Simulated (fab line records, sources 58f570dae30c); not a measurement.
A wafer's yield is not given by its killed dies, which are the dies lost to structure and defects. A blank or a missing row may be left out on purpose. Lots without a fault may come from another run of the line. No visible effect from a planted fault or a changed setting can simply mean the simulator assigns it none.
Which tool did it? + flow berkeley cmos170 + 14 lots (42 wafers sampled), 1 step of a 331-step route

== WHAT THE GAUGES READ, wafer by wafer ==
No reading from a measuring or inspecting step in the record can be judged against a usual standard deviation.

== WHAT TOOL EACH LOT RAN ON (gives the tool, then ch and the chambers of the sampled wafers, and finally the start) ==
| lot  | UCB170_PWELL_EXPOSE_10           |
|------|----------------------------------|
| L989 | krf scanner-01 ch 0, day 3 07:58 |
| L988 | krf scanner-02 ch 0, day 3 08:12 |
| L990 | krf scanner-01 ch 0, day 3 11:46 |
| L999 | krf scanner-02, day 5 17:39      |
| L102 | krf scanner-01, day 6 02:05      |
| L103 | krf scanner-01 ch 0, day 6 09:07 |
| L104 | krf scanner-02 ch 0, day 6 09:27 |
| L105 | krf scanner-01 ch 0, day 6 13:54 |
| L107 | krf scanner-01 ch 0, day 6 16:10 |
| L106 | krf scanner-02 ch 0, day 6 16:23 |
| L109 | krf scanner-01 ch 0, day 7 07:23 |
| L108 | krf scanner-01 ch 0, day 7 07:39 |
| L110 | krf scanner-01 ch 0, day 7 12:59 |
| L111 | krf scanner-02 ch 0, day 7 19:05 |
- UCB170_PWELL_EXPOSE_10: exposes mask PWELL, target cd 3000 nm.

== AS READ BY THE TOOLS THEMSELVES (means over the sampled wafers that have a number; for cases with no such wafer, the mark the record gives instead) ==
UCB170_PWELL_EXPOSE_10.
| lot  | tool           | exposure dose mJ cm2 | focus offset nm (nm) |
|------|----------------|----------------------|----------------------|
| L989 | krf scanner-01 | 18.989               | 0.6                  |
| L988 | krf scanner-02 | 19.021               | 0.1                  |
| L990 | krf scanner-01 | 19.010               | -0.2                 |
| L999 | krf scanner-02 | -                    | -                    |
| L102 | krf scanner-01 | -                    | -                    |
| L103 | krf scanner-01 | 18.998               | 0.2                  |
| L104 | krf scanner-02 | 18.998               | -0.4                 |
| L105 | krf scanner-01 | 19.013               | 0.5                  |
| L107 | krf scanner-01 | 18.994               | -0.2                 |
| L106 | krf scanner-02 | 18.999               | 0.2                  |
| L109 | krf scanner-01 | 19.005               | -0.8                 |
| L108 | krf scanner-01 | 19.004               | -0.2                 |
| L110 | krf scanner-01 | 18.985               | -0.4                 |
| L111 | krf scanner-02 | 18.985               | -0.1                 |

== THE ANSWER, worked out from the rows above alone ==
Rule: usual is defined by the lots themselves. The widest of any qualifying gaps counts: lots, ordered by their means at a reading, are off when they make up no more than a third of the lots, leave a main group of 4 or more, and stand apart from it by 3 or more times the standard deviation of that group's means. If all means in a main group match to the digits the tables above print for the reading, that group is not used. Also off: a lot with no number at a reading for which 4 or more lots have one. All remaining lots with rows at the step are treated as sound. After the gauges, taken in route order, come the tools' own readings; for these a lot's mean is taken, as printed above. The first step at which some lot is off is used, and at that step the reading that is off furthest; a lot without a number counts as furthest.
Off: L999, L102, at UCB170_PWELL_EXPOSE_10 (exposure dose mJ cm2). Without a number there: L999, L102. The main group: mean 19.000, standard deviation 0.011.
If a tool, at that step or one of the process steps before it, ran each lot that is off and ran no sound lot following the first of them, it fits. None of those tried fits.

== WHAT THE SIMULATOR HAD PUT IN ==
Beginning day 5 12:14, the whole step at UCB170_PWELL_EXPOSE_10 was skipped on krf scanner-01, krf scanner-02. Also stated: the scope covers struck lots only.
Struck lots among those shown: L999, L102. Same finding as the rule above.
